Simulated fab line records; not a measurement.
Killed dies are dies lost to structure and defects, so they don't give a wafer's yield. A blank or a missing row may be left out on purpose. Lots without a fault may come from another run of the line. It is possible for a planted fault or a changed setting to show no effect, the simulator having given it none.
Which of the tools did it?	flow rit-cmos	route of 202 steps, sampled at 1 step: 15 lots, 45 wafers

WHAT THE GAUGES READ, wafer by wafer
RIT_WELLDRIVE_RS_MEAS_02: measurement is done with a four-point probe. Usual: for PWELL_RS the level is 432.8 ohm/sq and the standard deviation is 1.3.
lot	measured	on	PWELL_RS (ohm/sq)	flag
L225	day 2 17:16	film-metro-03	432.5 432.6 433.6	
L227	day 3 01:40	film-metro-01	434.4 433.1 434.1	
L228	day 3 05:37	film-metro-01	432.1 431.3 431.3	
L230	day 3 15:49	film-metro-01	431.1 433.2 430.4	
L231	day 3 20:55	film-metro-03	433.6 434.4 433.3	
L234	day 4 12:00	film-metro-03	432.8 433.6 434.0	
L236	day 4 21:46	film-metro-01	433.3 433.6 433.1	
L237	day 5 02:38	film-metro-01	432.0 432.8 432.4	
L238	day 5 06:47	film-metro-01	432.7 433.1 432.7	
L239	day 5 13:11	film-metro-04	432.4 432.9 433.5	
L240	day 5 16:56	film-metro-03	431.3 433.2 432.0	
L241	day 5 22:01	film-metro-04	433.1 434.9 435.7	
L242	day 6 04:29	film-metro-04	433.4 432.1 431.9	
L245	day 6 18:50	film-metro-04	431.3 429.8 430.7	
L246	day 6 23:07	film-metro-04	433.1 436.1 434.8	

WHAT TOOL EACH LOT RAN ON (gives the tool, then ch and the chambers of the sampled wafers, and finally the start)
The record shows no process step preceding these readings.

AS READ BY THE TOOLS THEMSELVES (means over the sampled wafers that have a number; for cases with no such wafer, the mark the record gives instead)
The record holds no such reading with a usual standard deviation.

THE ANSWER, worked out from the rows above alone
Rule: a lot counts as off when the mean over its wafers that have a number is more than 3 standard deviations away from the usual mean. Also off: a lot with no number at a reading for which 4 or more lots have one. Any other lot the step has rows for is counted as sound. First the gauges in route order, then the tools' own readings, where a lot's mean is used as printed above. At the first step where some lot is off, the reading lying furthest off is the one used; lots without a number count as furthest.
Nothing can be told from this: no lot is off at any reading shown.

WHAT THE SIMULATOR HAD INSERTED
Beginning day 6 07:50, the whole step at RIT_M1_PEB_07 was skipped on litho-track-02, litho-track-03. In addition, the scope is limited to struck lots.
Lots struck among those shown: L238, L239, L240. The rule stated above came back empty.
